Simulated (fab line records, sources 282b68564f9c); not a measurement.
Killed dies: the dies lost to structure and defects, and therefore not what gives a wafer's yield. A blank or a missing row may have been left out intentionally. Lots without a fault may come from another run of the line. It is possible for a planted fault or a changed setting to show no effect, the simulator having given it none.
Split-lot trial + flow rit cmos + 23 wafers read across 5 lots, on a route 202 steps long

ABOUT THE SPLIT
At RIT_PSD_COAT_01 (resist thk 1000 nm), the setting spin rpm was moved away from the recipe's 3250 rpm on 9 of the 23 wafers read, by -7.0% to +4.7%. All remaining wafers had this setting at the recipe value.

FROM THE SPLIT TO THE READING: what the file shows between them, 3 steps
- RIT_PSD_SOFTBAKE_02: time 60 s
- RIT_PSD_EXPOSE_03: exposes mask M10, target cd 40900 nm
- RIT_PSD_DEVELOP_05: develop time 50 s

THE READING
NOVOLAK_of_PSD_COAT_01.thk nm (the simulator's own value, which no gauge read), in nm, at RIT_PSD_HARDBAKE_07 (time 60 s). The file gives no usual value for it. Across the 14 wafers here that went through the recipe, the average is 884.6 nm and the standard deviation 1.3 nm.

| wafer  | tool, chamber at the split | spin rpm as run, rpm | against the recipe | NOVOLAK_of_PSD_COAT_01.thk nm, nm | against lot-mates on the recipe |
|--------|----------------------------|----------------------|--------------------|-----------------------------------|---------------------------------|
| L074.1 | litho track-04, 0          | 3403                 | +4.7%              | 866.2                             | -19.5                           |
| L074.2 | litho track-04, 0          | 3250                 | recipe             | 885.2                             | -                               |
| L074.3 | litho track-04, 0          | 3403                 | +4.7%              | 867.7                             | -18.0                           |
| L074.5 | litho track-04, 0          | 3250                 | recipe             | 886.1                             | -                               |
| L074.6 | litho track-04, 0          | 3403                 | +4.7%              | 867.4                             | -18.3                           |
| L076.1 | litho track-02, 0          | 3250                 | recipe             | 885.9                             | -                               |
| L076.3 | litho track-02, 0          | 3052                 | -6.1%              | 914.8                             | +30.2                           |
| L076.4 | litho track-02, 0          | 3052                 | -6.1%              | 914.7                             | +30.2                           |
| L076.5 | litho track-02, 0          | 3250                 | recipe             | 883.2                             | -                               |
| L076.6 | litho track-02, 0          | 3052                 | -6.1%              | 914.6                             | +30.1                           |
| L081.1 | litho track-02, 0          | 3250                 | recipe             | 884.5                             | -                               |
| L081.2 | litho track-02, 0          | 3250                 | recipe             | 883.6                             | -                               |
| L081.3 | litho track-02, 0          | 3250                 | recipe             | 882.2                             | -                               |
| L081.4 | litho track-02, 0          | 3250                 | recipe             | 882.7                             | -                               |
| L081.6 | litho track-02, 0          | 3250                 | recipe             | 884.9                             | -                               |
| L082.2 | litho track-04, 0          | 3024                 | -7.0%              | 915                               | +30.5                           |
| L082.3 | litho track-04, 0          | 3024                 | -7.0%              | 917.1                             | +32.6                           |
| L082.4 | litho track-04, 0          | 3024                 | -7.0%              | 916.5                             | +32.0                           |
| L082.5 | litho track-04, 0          | 3250                 | recipe             | 883.8                             | -                               |
| L082.6 | litho track-04, 0          | 3250                 | recipe             | 885.1                             | -                               |
| L083.1 | litho track-04, 0          | 3250                 | recipe             | 886                               | -                               |
| L083.5 | litho track-04, 0          | 3250                 | recipe             | 884.9                             | -                               |
| L083.6 | litho track-04, 0          | 3250                 | recipe             | 886.4                             | -                               |

THE FIT
A straight line over all 23 wafers: NOVOLAK_of_PSD_COAT_01.thk nm changes by -4.44 nm for each +1% of spin rpm; r = -0.99; the points scatter about the line by 1.8 nm.
The same after taking each lot's own level away (the mean of its wafers on the recipe; 23 wafers): -4.51 nm for each +1%; r = -1.00; scatter 1.5 nm.
That fit puts the effect of the largest move of spin rpm on the reading at 31 nm.
Measured against the standard deviation above, the lots' own levels, which go from 883.58 to 885.77 nm, span 1.7 times it.
So the lot-to-lot level changes the slope little: the two slopes agree.
Check: for one of the wafers moved furthest among these (-7.0%), held out of the fit, the line's prediction against its lot-mates is +32.4 nm. It came out at +30.5 nm against them.

THE OTHER SPLITS THESE WAFERS WENT THROUGH
Other splits were also applied to these wafers ahead of the reading. Each is held against what the fit with the lots' levels taken away leaves over:
| other split on the same wafers   | wafers away from the commonest value | r with NOVOLAK_of_PSD_COAT_01.thk nm (lot level and that fit taken away) |
|----------------------------------|--------------------------------------|--------------------------------------------------------------------------|
| RIT_ACTIVE_CVD_03 temp c         | 18                                   | +0.35                                                                    |
| RIT_ACTIVE_ETCH_13 time s        | 6                                    | -0.35                                                                    |
| RIT_FOX2_OXIDATION_00 ox time s  | 18                                   | +0.13                                                                    |
| RIT_NWELL_IMPLANT_08 energy kev  | 12                                   | -0.29                                                                    |
| RIT_PWELL_IMPLANT_08 energy kev  | 11                                   | -0.48                                                                    |
| RIT_NRETRO_IMPLANT_08 energy kev | 8                                    | +0.52                                                                    |
| RIT_PRETRO_SOFTBAKE_02 temp c    | 5                                    | +0.02                                                                    |
| RIT_PRETRO_IMPLANT_08 energy kev | 7                                    | +0.00                                                                    |
| RIT_GATE_OXIDATION_05 ox time s  | 10                                   | -0.32                                                                    |
| RIT_GATE_EXPOSE_13 dose mj       | 10                                   | +0.10                                                                    |
| RIT_REOX_CLEAN_01 time s         | 15                                   | +0.08                                                                    |
| RIT_NLDD_IMPLANT_08 energy kev   | 10                                   | -0.04                                                                    |
| RIT_SPACER_CVD_03 temp c         | 15                                   | -0.41                                                                    |

THE WHOLE CHAIN: every reading that the file lists as answering this split, in the file's order
| step                | what it does       | reading                                                                        | change (the file's fit)              | r (the file's) |
|---------------------|--------------------|--------------------------------------------------------------------------------|--------------------------------------|----------------|
| RIT_PSD_COAT_01     | resist thk 1000 nm | NOVOLAK_of_PSD_COAT_01.thk nm (the simulator's own value, which no gauge read) | -5.22 nm for each +1% of the setting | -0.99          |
| RIT_PSD_HARDBAKE_07 | time 60 s          | NOVOLAK_of_PSD_COAT_01.thk nm (the simulator's own value, which no gauge read) | -4.57 nm for each +1% of the setting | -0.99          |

FILE'S OWN FIT
NOVOLAK_of_PSD_COAT_01.thk nm changes by -4.57 nm for each +1% of spin rpm, r = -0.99.
